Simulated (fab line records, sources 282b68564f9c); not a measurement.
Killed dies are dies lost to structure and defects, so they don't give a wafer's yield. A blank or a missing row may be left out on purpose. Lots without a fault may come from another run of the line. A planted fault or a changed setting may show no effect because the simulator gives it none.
One fault seen from 2 desks | flow rit_cmos | each desk has only its own numbers; what lay behind them comes last

THE METROLOGY DESK
What the gauges read, lot by lot, whatever tool the lot ran on: means of the sampled wafers that have a number. A lot is out of limits, marked OUT, if its mean lies more than 4 standard deviations from the usual mean; the brackets give that distance.
Columns: A = NSD_OVL at RIT_NSD_OVL_MEAS_06, usual 0.5 nm; B = NSD_TW at RIT_NSD_TW_MEAS_10, usual 3134; C = PSD_OVL at RIT_PSD_OVL_MEAS_06, usual -0.3 nm
lot  | first seen here | A    | B    | C
L473 | day 3 21:34     | 1.4  | 3086 | -0.0
L475 | day 4 01:43     | 0.5  | 3080 | -1.1
L477 | day 4 15:31     | -0.1 | 3165 | -0.2
L480 | day 5 06:14     | -1.1 | 3145 | -0.3
L483 | day 5 20:40     | 2.2  | 3137 | 0.8
L488 | day 6 21:42     | 0.9  | 3160 | -1.0
L490 | day 7 04:37     | 2.7  | 3083 | -0.0
This desk's finding: nothing out of limits on any of the 7 lots.

THE TOOL OWNER'S DESK: litho_track-04
The tool's own readings at RIT_PSD_COAT_01 (resist thk 1000 nm): means of the sampled wafers that have a number, for each lot that ran on this tool. A lot is out of limits, marked OUT, if its mean lies more than 4 standard deviations from the usual mean; the brackets give that distance.
Columns: A = spin_speed_rpm at RIT_PSD_COAT_01, usual 3249.9 rpm
lot  | first seen here | A
L473 | day 3 22:18     | 3250.9
L475 | day 4 02:27     | 3253.8
L477 | day 4 16:14     | 3413.9 (+78) OUT
L480 | day 5 06:57     | 3412.7 (+78) OUT
L483 | day 5 21:36     | 3412.7 (+78) OUT
This desk's finding: out of limits on L477, L480, L483; first on L477, day 4 16:14 (spin_speed_rpm at RIT_PSD_COAT_01). In limits: L473, L475.

PUT TOGETHER
The tool owner's desk could have raised an alarm at day 4 16:14, on L477, L480, L483.
The metrology desk saw nothing out of limits.
The metrology desk has L477, L480, L483 on record, within its limits.
Of the lots named, all ran RIT_PSD_COAT_01 on litho_track-04.

WHAT THE SIMULATOR HAD PUT IN
Process parameter drift: litho_track-04, from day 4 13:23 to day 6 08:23, at RIT_PSD_COAT_01. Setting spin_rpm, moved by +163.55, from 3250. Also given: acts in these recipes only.
Lots struck among those shown: L477, L480, L483.
Hours from the fault's start to each desk's first reading out of limits: the tool owner's desk, 3.
